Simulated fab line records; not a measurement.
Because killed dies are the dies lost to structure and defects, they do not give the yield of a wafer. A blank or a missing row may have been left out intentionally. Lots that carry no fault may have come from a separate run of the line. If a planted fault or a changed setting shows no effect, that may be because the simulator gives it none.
Problem report in the 8D (eight disciplines) form, filled by code || flow berkeleyCmos170 || the parts of the form that need people (team, actions taken, sign-off) are left out

1. PROBLEM STATEMENT
At UCB170_V1_CVD_00, rfFwdPowerW averages 481.8 W over 6 wafers from 2 lots, while fault-free wafers read 548.4 W, standard deviation 1.7. Relative to the usual mean, that is a shift of -39 standard deviations.
The step: deposits SiO2 from TEOS/O2, target thk 2000 nm, time 250 s.
Earliest sighting: wafer L472.2 on pecvd-03 at day 10 22:09. Wafers with a number at this step in the record: 42, from 14 lots. The rule behind "out" and "out of limits": a value lying over 4 standard deviations away from the usual mean. The other wafers with a number count as sound.

2. WHAT IT IS, WHAT IT ISN'T
{"question": "which readings at this step", "is": "rfFwdPowerW", "is not": "-"}
{"question": "which lots", "is": "L472, L473", "is not": "L459, L460, L461, L462, L465, L466, L467, L468, L477, L478, L479, L482"}
{"question": "which wafers of those lots", "is": "all that have a number", "is not": "-"}
{"question": "read on which tools", "is": "pecvd-03", "is not": "pecvd-02, pecvd-04"}
{"question": "when", "is": "from day 10 22:09", "is not": "up to then (24 sound wafers); but 12 sound wafers of L477, L478, L479, L482 came after"}

3. SUSPECTS, AND WHAT RULES EACH OUT
Counting: a tool at any process step up to the reading remains a suspect when it ran all the lots that are out and ran no sound lot after the first of those.
- pecvd-03 at UCB170_V1_CVD_00 (deposits SiO2 from TEOS/O2, target thk 2000 nm, time 250 s): kept. All lots that are out passed through it, beginning with L472 at day 10 22:09, and no sound lot followed; its final sound lot before that point was L468 at day 10 09:46. Its own rfFwdPowerW readings are out on those wafers.
After counting, what remains is pecvd-03 at UCB170_V1_CVD_00.

4. THE CAUSE (what the simulator had put in)
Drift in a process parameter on pecvd-03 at UCB170_V1_CVD_00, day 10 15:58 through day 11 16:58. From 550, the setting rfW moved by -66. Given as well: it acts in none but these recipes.
The count eliminated every tool but this one.

5. SEQUENCE OF EFFECTS, ordered by route
One row per reading whose mean, taken over the struck wafers that have a number, lies over 3 standard deviations from the usual. Only readings for which the record gives a usual standard deviation are gone through. hours: the time from each lot's start at the first step in this table that gives one to its start at this step, as a median over the lots. sigmas: the change in usual standard deviations.
{"hours": 0, "step": "UCB170_V1_CVD_00", "reading": "rfFwdPowerW", "usual": "548.4 W", "on struck wafers": 481.8, "change": -66.6, "sigmas": -39}
{"hours": 0, "step": "UCB170_V1_THK_MEAS_01", "reading": "V1_TEOS_THK", "usual": "2006 nm", "on struck wafers": 1939, "change": -67, "sigmas": -3.0}
It contains these process steps:
- UCB170_V1_CVD_00: deposits SiO2 from TEOS/O2, target thk 2000 nm, time 250 s.

6. HOW IT WOULD HAVE BEEN CAUGHT EARLIER
The fault began at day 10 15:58; the first out-of-limits reading in this record came at day 10 22:09, 6 hours later.
